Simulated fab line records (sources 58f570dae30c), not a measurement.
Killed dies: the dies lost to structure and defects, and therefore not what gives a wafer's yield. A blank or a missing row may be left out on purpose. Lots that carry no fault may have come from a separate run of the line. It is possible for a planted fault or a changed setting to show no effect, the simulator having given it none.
Which of the tools did it? || flow berkeleyCmos170 || Sampling: 14 lots, 42 wafers, 7 of 331 route steps

== WHAT THE GAUGES SHOWED, per wafer ==
UCB170_ACTIVE_OVL_MEAS_14. Usual: for ACTIVE_OVL the level is 3 nm and the standard deviation is 4.7.
{"lot": "L948", "measured": "day 4 02:05", "on": "overlay-02", "ACTIVE_OVL (nm)": "-3 -5 -6", "flag": ""}
{"lot": "L949", "measured": "day 4 02:34", "on": "overlay-02", "ACTIVE_OVL (nm)": "-4 -4 -1", "flag": ""}
{"lot": "L951", "measured": "day 4 13:23", "on": "overlay-01", "ACTIVE_OVL (nm)": "7 9 11", "flag": ""}
{"lot": "L950", "measured": "day 4 13:40", "on": "overlay-02", "ACTIVE_OVL (nm)": "2 -2 5", "flag": ""}
{"lot": "L952", "measured": "day 4 23:30", "on": "overlay-02", "ACTIVE_OVL (nm)": "1 -1 -4", "flag": ""}
{"lot": "L953", "measured": "day 4 23:41", "on": "overlay-02", "ACTIVE_OVL (nm)": "7 -2 9", "flag": ""}
{"lot": "L955", "measured": "day 5 14:45", "on": "overlay-01", "ACTIVE_OVL (nm)": "1 3 3", "flag": ""}
{"lot": "L956", "measured": "day 5 20:25", "on": "overlay-01", "ACTIVE_OVL (nm)": "6 7 3", "flag": ""}
{"lot": "L957", "measured": "day 5 20:35", "on": "overlay-02", "ACTIVE_OVL (nm)": "8 2 9", "flag": ""}
{"lot": "L959", "measured": "day 6 13:13", "on": "overlay-01", "ACTIVE_OVL (nm)": "1 1 11", "flag": ""}
{"lot": "L962", "measured": "day 7 11:29", "on": "overlay-01", "ACTIVE_OVL (nm)": "-3 -5 -1", "flag": ""}
{"lot": "L967", "measured": "day 8 23:22", "on": "overlay-01", "ACTIVE_OVL (nm)": "7 2 7", "flag": ""}
{"lot": "L969", "measured": "day 9 05:08", "on": "overlay-02", "ACTIVE_OVL (nm)": "5 6 6", "flag": ""}
{"lot": "L970", "measured": "day 9 05:32", "on": "overlay-02", "ACTIVE_OVL (nm)": "1 5 5", "flag": ""}

UCB170_GATE_CD_MEAS_12 targets a cd of 350 nm. Usual: cdNm reads 350.0 nm (standard deviation 1.5).
{"lot": "L948", "measured": "day 5 23:38", "on": "cdSem-02", "cdNm (nm)": "350.3 349.7 350.6", "flag": ""}
{"lot": "L949", "measured": "day 5 23:25", "on": "cdSem-01", "cdNm (nm)": "350.5 350.8 352.0", "flag": ""}
{"lot": "L951", "measured": "day 6 12:37", "on": "cdSem-02", "cdNm (nm)": "351.6 350.2 350.7", "flag": ""}
{"lot": "L950", "measured": "day 6 12:56", "on": "cdSem-02", "cdNm (nm)": "353.0 352.7 352.5", "flag": ""}
{"lot": "L952", "measured": "day 7 02:55", "on": "cdSem-02", "cdNm (nm)": "348.6 348.3 347.5", "flag": ""}
{"lot": "L953", "measured": "day 7 03:10", "on": "cdSem-02", "cdNm (nm)": "350.1 348.9 349.8", "flag": ""}
{"lot": "L955", "measured": "day 7 18:04", "on": "cdSem-01", "cdNm (nm)": "350.1 350.0 350.3", "flag": ""}
{"lot": "L956", "measured": "day 8 02:32", "on": "cdSem-02", "cdNm (nm)": "349.9 348.6 349.5", "flag": ""}
{"lot": "L957", "measured": "day 8 02:25", "on": "cdSem-01", "cdNm (nm)": "348.4 348.1 347.5", "flag": ""}
{"lot": "L959", "measured": "day 8 20:28", "on": "cdSem-01", "cdNm (nm)": "348.4 347.8 348.4", "flag": ""}
{"lot": "L962", "measured": "day 9 10:56", "on": "cdSem-02", "cdNm (nm)": "350.3 350.7 351.2", "flag": ""}
{"lot": "L967", "measured": "day 10 09:07", "on": "cdSem-02", "cdNm (nm)": "350.7 350.9 351.6", "flag": ""}
{"lot": "L969", "measured": "day 10 19:04", "on": "cdSem-02", "cdNm (nm)": "350.5 350.3 351.3", "flag": ""}
{"lot": "L970", "measured": "day 10 19:07", "on": "cdSem-01", "cdNm (nm)": "351.7 350.1 352.1", "flag": ""}

UCB170_PSD_TW_MEAS_10. Usual: for PSD_TW the level is 2322 and the standard deviation is 17.
{"lot": "L948", "measured": "day 6 11:07", "on": "filmMetro-01", "PSD_TW": "2333 2322 2321", "flag": ""}
{"lot": "L949", "measured": "day 6 10:53", "on": "filmMetro-01", "PSD_TW": "2317 2318 2324", "flag": ""}
{"lot": "L951", "measured": "day 7 03:38", "on": "filmMetro-02", "PSD_TW": "2317 2336 2330", "flag": ""}
{"lot": "L950", "measured": "day 7 03:53", "on": "filmMetro-04", "PSD_TW": "2308 2312 2315", "flag": ""}
{"lot": "L952", "measured": "day 7 16:48", "on": "filmMetro-02", "PSD_TW": "2326 2329 2327", "flag": ""}
{"lot": "L953", "measured": "day 7 17:04", "on": "filmMetro-04", "PSD_TW": "2302 2318 2314", "flag": ""}
{"lot": "L955", "measured": "day 8 05:16", "on": "filmMetro-01", "PSD_TW": "2314 2327 2315", "flag": ""}
{"lot": "L956", "measured": "day 8 13:40", "on": "filmMetro-01", "PSD_TW": "2328 2305 2295", "flag": ""}
{"lot": "L957", "measured": "day 8 13:23", "on": "filmMetro-04", "PSD_TW": "2313 2310 2322", "flag": ""}
{"lot": "L959", "measured": "day 9 05:43", "on": "filmMetro-01", "PSD_TW": "2335 2331 2335", "flag": ""}
{"lot": "L962", "measured": "day 10 00:10", "on": "filmMetro-01", "PSD_TW": "1937 1936 1931", "flag": "OFF"}
{"lot": "L967", "measured": "day 10 21:10", "on": "filmMetro-02", "PSD_TW": "1951 1956 1947", "flag": "OFF"}
{"lot": "L969", "measured": "day 11 04:33", "on": "filmMetro-04", "PSD_TW": "2296 2289 2294", "flag": ""}
{"lot": "L970", "measured": "day 11 04:43", "on": "filmMetro-02", "PSD_TW": "2352 2345 2343", "flag": ""}

UCB170_NSD_CD_MEAS_06 targets a cd of 1200 nm. Usual: cdNm reads 1199.8 nm (standard deviation 1.5).
{"lot": "L948", "measured": "day 6 12:32", "on": "cdSem-01", "cdNm (nm)": "1200.3 1200.3 1198.6", "flag": ""}
{"lot": "L949", "measured": "day 6 12:16", "on": "cdSem-02", "cdNm (nm)": "1199.8 1198.8 1199.4", "flag": ""}
{"lot": "L951", "measured": "day 7 04:50", "on": "cdSem-02", "cdNm (nm)": "1198.9 1198.1 1197.7", "flag": ""}
{"lot": "L950", "measured": "day 7 05:22", "on": "cdSem-02", "cdNm (nm)": "1199.1 1197.3 1199.0", "flag": ""}
{"lot": "L952", "measured": "day 7 18:58", "on": "cdSem-02", "cdNm (nm)": "1200.7 1200.2 1199.0", "flag": ""}
{"lot": "L953", "measured": "day 7 19:02", "on": "cdSem-02", "cdNm (nm)": "1199.7 1201.4 1200.3", "flag": ""}
{"lot": "L955", "measured": "day 8 06:38", "on": "cdSem-01", "cdNm (nm)": "1196.5 1196.2 1197.0", "flag": ""}
{"lot": "L956", "measured": "day 8 15:41", "on": "cdSem-02", "cdNm (nm)": "1200.7 1200.6 1201.4", "flag": ""}
{"lot": "L957", "measured": "day 8 14:59", "on": "cdSem-02", "cdNm (nm)": "1199.1 1199.1 1198.8", "flag": ""}
{"lot": "L959", "measured": "day 9 11:39", "on": "cdSem-02", "cdNm (nm)": "1198.1 1198.2 1200.2", "flag": ""}
{"lot": "L962", "measured": "day 10 01:58", "on": "cdSem-02", "cdNm (nm)": "1201.5 1201.8 1201.7", "flag": ""}
{"lot": "L967", "measured": "day 10 23:10", "on": "cdSem-01", "cdNm (nm)": "1201.0 1201.4 1201.8", "flag": ""}
{"lot": "L969", "measured": "day 11 07:08", "on": "cdSem-01", "cdNm (nm)": "1203.3 1202.2 1201.2", "flag": ""}
{"lot": "L970", "measured": "day 11 06:25", "on": "cdSem-01", "cdNm (nm)": "1199.3 1199.5 1199.3", "flag": ""}

UCB170_SDANNEAL_RS_MEAS_02: measurement is done with a four-point probe. Usual: for PSD_RS the level is 75.6 ohm/sq and the standard deviation is 0.36.
{"lot": "L948", "measured": "day 6 14:26", "on": "filmMetro-02", "PSD_RS (ohm/sq)": "75.4 75.5 75.6", "flag": ""}
{"lot": "L949", "measured": "day 6 14:26", "on": "filmMetro-04", "PSD_RS (ohm/sq)": "75.6 75.8 75.9", "flag": ""}
{"lot": "L951", "measured": "day 7 06:44", "on": "filmMetro-01", "PSD_RS (ohm/sq)": "75.7 76.1 76.1", "flag": ""}
{"lot": "L950", "measured": "day 7 06:57", "on": "filmMetro-02", "PSD_RS (ohm/sq)": "75.4 75.0 75.3", "flag": ""}
{"lot": "L952", "measured": "day 7 20:43", "on": "filmMetro-04", "PSD_RS (ohm/sq)": "75.4 75.9 75.7", "flag": ""}
{"lot": "L953", "measured": "day 7 20:44", "on": "filmMetro-01", "PSD_RS (ohm/sq)": "75.1 75.4 75.0", "flag": ""}
{"lot": "L955", "measured": "day 8 08:26", "on": "filmMetro-02", "PSD_RS (ohm/sq)": "74.8 74.7 74.9", "flag": ""}
{"lot": "L956", "measured": "day 8 20:40", "on": "filmMetro-04", "PSD_RS (ohm/sq)": "75.9 76.1 76.3", "flag": ""}
{"lot": "L957", "measured": "day 8 20:10", "on": "filmMetro-01", "PSD_RS (ohm/sq)": "75.3 75.1 75.2", "flag": ""}
{"lot": "L959", "measured": "day 9 13:34", "on": "filmMetro-04", "PSD_RS (ohm/sq)": "75.7 75.6 75.6", "flag": ""}
{"lot": "L962", "measured": "day 10 03:32", "on": "filmMetro-01", "PSD_RS (ohm/sq)": "113.7 112.5 113.6", "flag": "OFF"}
{"lot": "L967", "measured": "day 11 01:02", "on": "filmMetro-04", "PSD_RS (ohm/sq)": "115.0 114.8 114.6", "flag": "OFF"}
{"lot": "L969", "measured": "day 11 09:08", "on": "filmMetro-04", "PSD_RS (ohm/sq)": "75.4 75.4 75.4", "flag": ""}
{"lot": "L970", "measured": "day 11 08:08", "on": "filmMetro-02", "PSD_RS (ohm/sq)": "75.5 75.7 75.7", "flag": ""}

== WHAT TOOL EACH LOT RAN ON (gives the tool, then ch and the chambers of the sampled wafers, and finally the start) ==
{"lot": "L948", "UCB170_PSD_IMPLANT_08": "implanter-03 ch 0, day 6 10:52", "UCB170_PSD_STRIP_09": "plasmaAsher-03 ch 0, day 6 11:01"}
{"lot": "L949", "UCB170_PSD_IMPLANT_08": "implanter-01 ch 0, day 6 10:38", "UCB170_PSD_STRIP_09": "plasmaAsher-04 ch 0,1, day 6 10:47"}
{"lot": "L951", "UCB170_PSD_IMPLANT_08": "implanter-04 ch 0, day 7 03:24", "UCB170_PSD_STRIP_09": "plasmaAsher-02 ch 0,1, day 7 03:31"}
{"lot": "L950", "UCB170_PSD_IMPLANT_08": "implanter-03 ch 0, day 7 03:41", "UCB170_PSD_STRIP_09": "plasmaAsher-03 ch 0,1, day 7 03:48"}
{"lot": "L952", "UCB170_PSD_IMPLANT_08": "implanter-03 ch 0, day 7 16:35", "UCB170_PSD_STRIP_09": "plasmaAsher-04 ch 0,1, day 7 16:43"}
{"lot": "L953", "UCB170_PSD_IMPLANT_08": "implanter-01 ch 0, day 7 16:49", "UCB170_PSD_STRIP_09": "plasmaAsher-02 ch 0,1, day 7 16:58"}
{"lot": "L955", "UCB170_PSD_IMPLANT_08": "implanter-03 ch 0, day 8 05:01", "UCB170_PSD_STRIP_09": "plasmaAsher-02 ch 0,1, day 8 05:10"}
{"lot": "L956", "UCB170_PSD_IMPLANT_08": "implanter-01 ch 0, day 8 13:26", "UCB170_PSD_STRIP_09": "plasmaAsher-02 ch 0, day 8 13:33"}
{"lot": "L957", "UCB170_PSD_IMPLANT_08": "implanter-03 ch 0, day 8 13:08", "UCB170_PSD_STRIP_09": "plasmaAsher-02 ch 0,1, day 8 13:17"}
{"lot": "L959", "UCB170_PSD_IMPLANT_08": "implanter-03 ch 0, day 9 05:28", "UCB170_PSD_STRIP_09": "plasmaAsher-04 ch 0,1, day 9 05:37"}
{"lot": "L962", "UCB170_PSD_IMPLANT_08": "implanter-03 ch 0, day 9 23:55", "UCB170_PSD_STRIP_09": "plasmaAsher-02 ch 0,1, day 10 00:04"}
{"lot": "L967", "UCB170_PSD_IMPLANT_08": "implanter-03 ch 0, day 10 20:58", "UCB170_PSD_STRIP_09": "plasmaAsher-02 ch 0,1, day 10 21:04"}
{"lot": "L969", "UCB170_PSD_IMPLANT_08": "implanter-04 ch 0, day 11 04:18", "UCB170_PSD_STRIP_09": "plasmaAsher-02 ch 0,1, day 11 04:27"}
{"lot": "L970", "UCB170_PSD_IMPLANT_08": "implanter-01 ch 0, day 11 04:28", "UCB170_PSD_STRIP_09": "plasmaAsher-04 ch 0,1, day 11 04:37"}
- UCB170_PSD_IMPLANT_08
- UCB170_PSD_STRIP_09: strips in O2.

== AS READ BY THE TOOLS THEMSELVES (means over the sampled wafers that have a number; for cases with no such wafer, the mark the record gives instead) ==
UCB170_PSD_IMPLANT_08. Usual: beamOnS 10.01 s, standard deviation 0.2; doseIonsCm2 3e+15, standard deviation 3.1e+12; endStationPressureTorr 1.26e-05 Torr, standard deviation 6.2e-07; faradayCurrentUA 9251, standard deviation 180.
{"lot": "L948", "tool": "implanter-03", "beamOnS (s)": 9.93, "doseIonsCm2": 3e+15, "endStationPressureTorr (Torr)": 1.25e-05, "faradayCurrentUA": 9301, "flag": ""}
{"lot": "L949", "tool": "implanter-01", "beamOnS (s)": 10.16, "doseIonsCm2": 3e+15, "endStationPressureTorr (Torr)": 1.31e-05, "faradayCurrentUA": 9090, "flag": ""}
{"lot": "L951", "tool": "implanter-04", "beamOnS (s)": 10.15, "doseIonsCm2": 3e+15, "endStationPressureTorr (Torr)": 1.31e-05, "faradayCurrentUA": 9137, "flag": ""}
{"lot": "L950", "tool": "implanter-03", "beamOnS (s)": 9.97, "doseIonsCm2": 3e+15, "endStationPressureTorr (Torr)": 1.25e-05, "faradayCurrentUA": 9277, "flag": ""}
{"lot": "L952", "tool": "implanter-03", "beamOnS (s)": 9.92, "doseIonsCm2": 3e+15, "endStationPressureTorr (Torr)": 1.27e-05, "faradayCurrentUA": 9327, "flag": ""}
{"lot": "L953", "tool": "implanter-01", "beamOnS (s)": 9.80, "doseIonsCm2": 3e+15, "endStationPressureTorr (Torr)": 1.28e-05, "faradayCurrentUA": 9460, "flag": ""}
{"lot": "L955", "tool": "implanter-03", "beamOnS (s)": 9.99, "doseIonsCm2": 3e+15, "endStationPressureTorr (Torr)": 1.33e-05, "faradayCurrentUA": 9282, "flag": ""}
{"lot": "L956", "tool": "implanter-01", "beamOnS (s)": 10.03, "doseIonsCm2": 3e+15, "endStationPressureTorr (Torr)": 1.21e-05, "faradayCurrentUA": 9229, "flag": ""}
{"lot": "L957", "tool": "implanter-03", "beamOnS (s)": 9.99, "doseIonsCm2": 3e+15, "endStationPressureTorr (Torr)": 1.18e-05, "faradayCurrentUA": 9246, "flag": ""}
{"lot": "L959", "tool": "implanter-03", "beamOnS (s)": 10.06, "doseIonsCm2": 3e+15, "endStationPressureTorr (Torr)": 1.27e-05, "faradayCurrentUA": 9196, "flag": ""}
{"lot": "L962", "tool": "implanter-03", "beamOnS (s)": 10.07, "doseIonsCm2": 2e+15, "endStationPressureTorr (Torr)": 8.87e-06, "faradayCurrentUA": 5115, "flag": "OFF"}
{"lot": "L967", "tool": "implanter-03", "beamOnS (s)": 9.89, "doseIonsCm2": 2e+15, "endStationPressureTorr (Torr)": 9.30e-06, "faradayCurrentUA": 5208, "flag": "OFF"}
{"lot": "L969", "tool": "implanter-04", "beamOnS (s)": 10.20, "doseIonsCm2": 3e+15, "endStationPressureTorr (Torr)": 1.30e-05, "faradayCurrentUA": 9085, "flag": ""}
{"lot": "L970", "tool": "implanter-01", "beamOnS (s)": 10.04, "doseIonsCm2": 3e+15, "endStationPressureTorr (Torr)": 1.27e-05, "faradayCurrentUA": 9220, "flag": ""}

UCB170_PSD_STRIP_09. Usual: drypumpMotorCurrentA 5.7 A, standard deviation 0.39; o2FlowSccm 400.1 sccm, standard deviation 1.2; oesProductAu 0.600 a.u., standard deviation 0.0049; stripTimeToEndpointS 29.41 s, standard deviation 0.08.
{"lot": "L948", "tool": "plasmaAsher-03", "drypumpMotorCurrentA (A)": 5.6, "o2FlowSccm (sccm)": 400.0, "oesProductAu (a.u.)": 0.601, "stripTimeToEndpointS (s)": 29.40, "flag": ""}
{"lot": "L949", "tool": "plasmaAsher-04", "drypumpMotorCurrentA (A)": 5.3, "o2FlowSccm (sccm)": 400.3, "oesProductAu (a.u.)": 0.601, "stripTimeToEndpointS (s)": 29.46, "flag": ""}
{"lot": "L951", "tool": "plasmaAsher-02", "drypumpMotorCurrentA (A)": 5.8, "o2FlowSccm (sccm)": 400.3, "oesProductAu (a.u.)": 0.600, "stripTimeToEndpointS (s)": 29.29, "flag": ""}
{"lot": "L950", "tool": "plasmaAsher-03", "drypumpMotorCurrentA (A)": 5.8, "o2FlowSccm (sccm)": 399.9, "oesProductAu (a.u.)": 0.596, "stripTimeToEndpointS (s)": 29.48, "flag": ""}
{"lot": "L952", "tool": "plasmaAsher-04", "drypumpMotorCurrentA (A)": 5.1, "o2FlowSccm (sccm)": 400.6, "oesProductAu (a.u.)": 0.599, "stripTimeToEndpointS (s)": 29.29, "flag": ""}
{"lot": "L953", "tool": "plasmaAsher-02", "drypumpMotorCurrentA (A)": 5.8, "o2FlowSccm (sccm)": 400.1, "oesProductAu (a.u.)": 0.598, "stripTimeToEndpointS (s)": 29.48, "flag": ""}
{"lot": "L955", "tool": "plasmaAsher-02", "drypumpMotorCurrentA (A)": 5.8, "o2FlowSccm (sccm)": 399.1, "oesProductAu (a.u.)": 0.593, "stripTimeToEndpointS (s)": 29.42, "flag": ""}
{"lot": "L956", "tool": "plasmaAsher-02", "drypumpMotorCurrentA (A)": 5.8, "o2FlowSccm (sccm)": 400.1, "oesProductAu (a.u.)": 0.605, "stripTimeToEndpointS (s)": 29.29, "flag": ""}
{"lot": "L957", "tool": "plasmaAsher-02", "drypumpMotorCurrentA (A)": 5.8, "o2FlowSccm (sccm)": 400.3, "oesProductAu (a.u.)": 0.600, "stripTimeToEndpointS (s)": 29.41, "flag": ""}
{"lot": "L959", "tool": "plasmaAsher-04", "drypumpMotorCurrentA (A)": 5.3, "o2FlowSccm (sccm)": 400.6, "oesProductAu (a.u.)": 0.602, "stripTimeToEndpointS (s)": 29.36, "flag": ""}
{"lot": "L962", "tool": "plasmaAsher-02", "drypumpMotorCurrentA (A)": 5.8, "o2FlowSccm (sccm)": 400.1, "oesProductAu (a.u.)": 0.684, "stripTimeToEndpointS (s)": 23.71, "flag": "OFF"}
{"lot": "L967", "tool": "plasmaAsher-02", "drypumpMotorCurrentA (A)": 5.8, "o2FlowSccm (sccm)": 399.2, "oesProductAu (a.u.)": 0.691, "stripTimeToEndpointS (s)": 23.61, "flag": "OFF"}
{"lot": "L969", "tool": "plasmaAsher-02", "drypumpMotorCurrentA (A)": 5.8, "o2FlowSccm (sccm)": 398.8, "oesProductAu (a.u.)": 0.600, "stripTimeToEndpointS (s)": 29.49, "flag": ""}
{"lot": "L970", "tool": "plasmaAsher-04", "drypumpMotorCurrentA (A)": 5.3, "o2FlowSccm (sccm)": 400.6, "oesProductAu (a.u.)": 0.601, "stripTimeToEndpointS (s)": 29.51, "flag": ""}

== THE ANSWER, worked out from the rows above alone ==
Rule: a lot is off if the mean of its wafers that have a number lies more than 3 standard deviations from the usual mean. Also off: a lot with no number at a reading for which 4 or more lots have one. All remaining lots with rows at the step are treated as sound. The gauges are gone through in route order, then the tools' own readings, and for those a lot's mean is taken as printed above. The first step at which some lot is off is used, and at that step the reading that is off furthest; a lot without a number counts as furthest.
Off: at UCB170_PSD_TW_MEAS_10 (PSD_TW), L962, L967.
A tool fits if, at a process step before that reading, it ran every lot that is off, and no sound lot after the first of them. The gauges at UCB170_PSD_TW_MEAS_10 aren't tried: what is off there is off at UCB170_PSD_IMPLANT_08 too, on other tools, and a gauge's error can't cause that. One fits: UCB170_PSD_IMPLANT_08 on implanter-03. A fault onset in the window from L959 (day 9 05:28, its last sound lot) to L962 (day 9 23:55, its first lot off) fits.
The tool's own readings at UCB170_PSD_IMPLANT_08 bear it out: on the lots that are off they differ by more than 5 times the standard deviation of the sound lots' means. doseIonsCm2 reads 2e+15 there against 3e+15 on the sound lots; endStationPressureTorr reads 9.09e-06 Torr there against 1.27e-05 Torr on the sound lots; faradayCurrentUA reads 5162 there against 9238 on the sound lots.

== WHAT THE SIMULATOR HAD PUT IN ==
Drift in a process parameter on implanter-03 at UCB170_PSD_IMPLANT_08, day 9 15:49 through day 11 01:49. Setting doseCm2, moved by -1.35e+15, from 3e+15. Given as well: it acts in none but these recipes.
Lots struck among those shown: L962, L967. This agrees with what the rule above found.
